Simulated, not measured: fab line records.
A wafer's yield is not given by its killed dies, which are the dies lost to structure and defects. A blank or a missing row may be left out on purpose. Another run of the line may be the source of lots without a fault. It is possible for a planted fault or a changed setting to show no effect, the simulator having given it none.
One fault seen from 2 desks    flow rit-cmos    numbers are kept per desk, each desk with only its own; the story behind them comes last

FROM THE METROLOGY DESK
What the gauges read, lot by lot, whatever tool the lot ran on: means of the sampled wafers that have a number. Any lot whose mean is over 4 standard deviations away from the usual mean is out of limits and marked OUT; that distance is given in the brackets.
Columns: A = NLDD_TW at RIT_NLDD_TW_MEAS_10, usual 2488; B = NLDD_RS at RIT_SDANNEAL_RS_MEAS_07, usual 151.4 ohm/sq
lot   first seen here  A               B
L791  day 3 03:02      2499            151.3
L792  day 3 04:11      2506            150.8
L793  day 3 09:08      2505            151.2
L794  day 3 11:02      2506            151.6
L799  day 4 10:20      2238 (-12) OUT  156.4 (+8.9) OUT
L800  day 4 14:17      2232 (-12) OUT  157.5 (+11) OUT
L802  day 5 01:29      2277 (-10) OUT  158.0 (+12) OUT
L809  day 6 12:03      2491            151.1
L811  day 6 21:13      2481            151.9
L812  day 7 03:37      2464            150.8
L814  day 7 13:10      2461            151.7
This desk reports L799, L800, L802 out of limits; the earliest was L799 at day 4 10:20 (NLDD_TW at RIT_NLDD_TW_MEAS_10). L791, L792, L793, L794, L809, L811, L812, L814 stayed within limits.

DESK OF THE TOOL OWNER: implanter-02
The tool's own readings at RIT_NLDD_IMPLANT_08: means of the sampled wafers that have a number, for each lot that ran on this tool. Any lot whose mean is over 4 standard deviations away from the usual mean is out of limits and marked OUT; that distance is given in the brackets.
Columns: A = beam-energy-keV at RIT_NLDD_IMPLANT_08, usual 20.001
lot   first seen here  A
L799  day 4 10:02      13.994 (-99 or more) OUT
L800  day 4 13:58      14.000 (-99 or more) OUT
L802  day 5 01:11      14.006 (-99 or more) OUT
This desk's finding: out of limits on L799, L800, L802; first on L799, day 4 10:02 (beam-energy-keV at RIT_NLDD_IMPLANT_08). In limits: none.

BROUGHT TOGETHER
On L799, L800, L802, at day 4 10:02, an alarm was possible from the tool owner's desk.
An alarm was possible from the metrology desk at day 4 10:20, on L799, L800, L802.
The lots listed all ran RIT_NLDD_IMPLANT_08 on implanter-02.

WHAT HAD BEEN PUT IN BY THE SIMULATOR
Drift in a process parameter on implanter-02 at RIT_NLDD_IMPLANT_08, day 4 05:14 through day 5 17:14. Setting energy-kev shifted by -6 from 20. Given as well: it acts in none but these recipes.
Shown lots that were struck: L799, L800, L802.
Hours from the fault's start to each desk's first reading out of limits: the tool owner's desk, 5; the metrology desk, 5.
